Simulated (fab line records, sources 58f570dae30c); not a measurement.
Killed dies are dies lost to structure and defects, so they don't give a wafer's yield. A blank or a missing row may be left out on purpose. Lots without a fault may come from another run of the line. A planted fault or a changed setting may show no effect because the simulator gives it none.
Which tool did it? | flow berkeley_cmos170 | 14 lots, 42 wafers sampled, at 4 steps of a route of 331

WHAT THE GAUGES READ, wafer by wafer
UCB170_SDANNEAL_RS_MEAS_04: measures by four-point-probe. Usual: PLDD_RS 1031.5 ohm/sq, standard deviation 2.8.
lot  | measured     | on            | PLDD_RS (ohm/sq)                    | flag
L878 | day 8 02:01  | film_metro-01 | 1032.1 1029.5 1030.1                |
L879 | day 8 15:53  | film_metro-03 | 1031.2 1034.0 1030.5                |
L880 | day 8 16:11  | film_metro-02 | 1030.2 1034.0 1033.3                |
L881 | day 9 13:59  | film_metro-03 | 1029.7 1028.4 1029.7                |
L883 | day 9 12:11  | film_metro-02 | 1036.8 1039.8 1036.0                |
L884 | day 9 13:02  | film_metro-02 | 1033.5 1033.7 1036.0                |
L885 | day 9 13:38  | film_metro-02 | 1029.5 1028.9 1030.7                |
L886 | day 9 13:39  | film_metro-01 | 1028.7 1030.8 1032.3                |
L888 | day 9 20:21  | film_metro-02 | 1033.3 1034.4 1032.7                |
L889 | day 10 09:21 | film_metro-03 | 899.8 897.8 897.2 899.3 897.2 894.5 | OFF
L890 | day 10 09:56 | film_metro-02 | 903.0 903.0 902.7 905.0 903.1 902.1 | OFF
L893 | day 11 00:23 | film_metro-01 | 1032.3 1032.7 1031.3                |
L896 | day 11 16:44 | film_metro-02 | 1034.8 1032.7 1034.2                |
L897 | day 11 16:53 | film_metro-01 | 1033.3 1031.8 1029.7                |

UCB170_V1_BOW_MEAS_03. Usual: V1_BOW 17 um, standard deviation 5.9.
lot  | measured     | on            | V1_BOW (um) | flag
L878 | day 8 11:58  | film_metro-03 | 17 13 14    |
L879 | day 9 03:03  | film_metro-03 | 15 14 6     |
L880 | day 9 04:23  | film_metro-03 | 24 19 21    |
L881 | day 10 01:55 | film_metro-01 | 18 25 18    |
L883 | day 9 21:56  | film_metro-01 | 16 18 17    |
L884 | day 9 23:15  | film_metro-01 | 14 23 13    |
L885 | day 10 01:56 | film_metro-03 | 17 17 22    |
L886 | day 10 00:37 | film_metro-04 | 23 24 19    |
L888 | day 10 06:35 | film_metro-04 | 22 20 14    |
L893 | day 11 12:32 | film_metro-01 | 25 13 12    |
L896 | day 12 04:45 | film_metro-04 | 21 27 24    |
L897 | day 12 06:02 | film_metro-04 | 15 7 16     |

UCB170_M3_THK_MEAS_03: measures by xrf. Usual: M3_AL_THK 900 nm, standard deviation 7.9.
lot  | measured     | on            | M3_AL_THK (nm) | flag
L878 | day 8 19:25  | film_metro-03 | 901 903 898    |
L879 | day 9 10:41  | film_metro-03 | 903 894 904    |
L880 | day 9 12:55  | film_metro-03 | 904 908 910    |
L881 | day 10 11:57 | film_metro-02 | 901 890 892    |
L883 | day 10 05:07 | film_metro-03 | 897 903 884    |
L884 | day 10 09:59 | film_metro-03 | 908 901 892    |
L885 | day 10 11:14 | film_metro-03 | 898 879 900    |
L886 | day 10 10:14 | film_metro-01 | 907 907 897    |
L888 | day 10 15:17 | film_metro-03 | 905 900 886    |
L893 | day 11 21:18 | film_metro-03 | 894 885 886    |
L896 | day 12 14:31 | film_metro-02 | 894 902 898    |
L897 | day 12 14:44 | film_metro-02 | 892 895 893    |

WHICH TOOL RAN EACH LOT (tool, then ch and the chambers of the sampled wafers, then the start)
lot  | UCB170_SPACER_ANNEAL_02
L878 | furnace-01 ch 0, day 7 17:41
L879 | furnace-01 ch 0, day 8 09:55
L880 | furnace-01 ch 0, day 8 09:55
L881 | furnace-02 ch 0, day 9 05:07
L883 | furnace-02 ch 0, day 9 05:07
L884 | furnace-02 ch 0, day 9 05:07
L885 | furnace-02 ch 0, day 9 05:07
L886 | furnace-02 ch 0, day 9 05:07
L888 | furnace-01 ch 0, day 9 10:11
L889 | furnace-02 ch 0, day 10 02:41
L890 | furnace-02 ch 0, day 10 02:41
L893 | furnace-04 ch 0, day 10 13:14
L896 | furnace-04 ch 0, day 11 09:05
L897 | furnace-04 ch 0, day 11 09:05
- UCB170_SPACER_ANNEAL_02: time 1800 s.

WHAT THE TOOLS THEMSELVES READ (means of the sampled wafers that have a number; where no wafer has one, the mark that the record gives instead)
UCB170_SPACER_ANNEAL_02. Usual: spike_tc_centre_C 902.6 C, standard deviation 1.1; spike_tc_load_C 923.2 C, standard deviation 2.3; spike_tc_source_C 922.1 C, standard deviation 1.9; tube_center_temp_C 900 C, standard deviation 0.084; tube_center_temp_C_max 902.3, standard deviation 0.39; zone_power_centre_pct 41.4 %, standard deviation 1.3; zone_power_source_pct 25.8 %, standard deviation 1.7.
lot  | tool       | spike_tc_centre_C (C) | spike_tc_load_C (C) | spike_tc_source_C (C) | tube_center_temp_C (C) | tube_center_temp_C_max | zone_power_centre_pct (%) | zone_power_source_pct (%) | flag
L878 | furnace-01 | 903.9                 | 926.5               | 925.0                 | 900                    | 902.3                  | 40.5                      | 24.4                      |
L879 | furnace-01 | 903.7                 | 927.6               | 924.7                 | 900                    | 901.8                  | 40.3                      | 24.2                      |
L880 | furnace-01 | 903.9                 | 927.3               | 925.3                 | 900                    | 902.3                  | 40.3                      | 24.2                      |
L881 | furnace-02 | 902.1                 | 923.1               | 921.7                 | 900                    | 901.9                  | 40.9                      | 27.6                      |
L883 | furnace-02 | 901.2                 | 922.2               | 921.0                 | 900                    | 901.9                  | 41.0                      | 27.3                      |
L884 | furnace-02 | 902.0                 | 923.3               | 921.4                 | 900                    | 902.7                  | 40.6                      | 27.5                      |
L885 | furnace-02 | 902.6                 | 922.4               | 920.4                 | 900                    | 902.1                  | 41.1                      | 27.3                      |
L886 | furnace-02 | 902.4                 | 921.1               | 921.8                 | 900                    | 902.3                  | 40.5                      | 27.6                      |
L888 | furnace-01 | 902.8                 | 926.4               | 924.4                 | 900                    | 902.2                  | 40.2                      | 24.2                      |
L889 | furnace-02 | 953.2                 | 972.2               | 971.9                 | 950                    | 951.9                  | 43.6                      | 31.4                      | OFF
L890 | furnace-02 | 952.2                 | 973.1               | 972.4                 | 950                    | 952.4                  | 43.5                      | 31.1                      | OFF
L893 | furnace-04 | 902.4                 | 922.1               | 921.3                 | 900                    | 902.4                  | 43.4                      | 24.1                      |
L896 | furnace-04 | 902.5                 | 920.6               | 920.8                 | 900                    | 902.0                  | 43.7                      | 24.2                      |
L897 | furnace-04 | 901.3                 | 922.0               | 921.1                 | 900                    | 902.4                  | 43.0                      | 24.2                      |

THE ANSWER, worked out from the rows above alone
Rule: a lot is off if the mean of its wafers that have a number lies more than 3 standard deviations from the usual mean. A lot without any number at a reading at which 4 lots or more have one is off too. The other lots that the step has rows for count as sound. The gauges are gone through in route order, then the tools' own readings, and for those a lot's mean is taken as printed above. The first step at which some lot is off is used, and at that step the reading that is off furthest; a lot without a number counts as furthest.
Off: L889, L890, at UCB170_SDANNEAL_RS_MEAS_04 (PLDD_RS).
A tool fits if, at a process step before that reading, it ran every lot that is off, and no sound lot after the first of them. The gauges at UCB170_SDANNEAL_RS_MEAS_04 aren't tried: what is off there is off at UCB170_SPACER_ANNEAL_02 too, on other tools, and a gauge's error can't cause that. One fits: furnace-02 at UCB170_SPACER_ANNEAL_02. Its last sound lot is L881 (day 9 05:07), its first lot that is off L889 (day 10 02:41): a fault that began between those two fits.
The tool's own readings at UCB170_SPACER_ANNEAL_02 bear it out: on the lots that are off they differ by more than 5 times the standard deviation of the sound lots' means. spike_tc_centre_C reads 952.7 C there against 902.6 C on the sound lots; spike_tc_load_C reads 972.7 C there against 923.7 C on the sound lots; spike_tc_source_C reads 972.1 C there against 922.4 C on the sound lots; tube_center_temp_C reads 950 C there against 900 C on the sound lots; tube_center_temp_C_max reads 952.1 there against 902.2 on the sound lots.

WHAT THE SIMULATOR HAD PUT IN
Process parameter drift: furnace-02, from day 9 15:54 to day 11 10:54, at UCB170_SPACER_ANNEAL_02. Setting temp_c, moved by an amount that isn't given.
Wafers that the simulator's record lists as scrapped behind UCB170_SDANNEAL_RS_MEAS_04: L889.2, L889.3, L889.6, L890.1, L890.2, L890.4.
Lots struck among those shown: L889, L890. The rule above found the same.
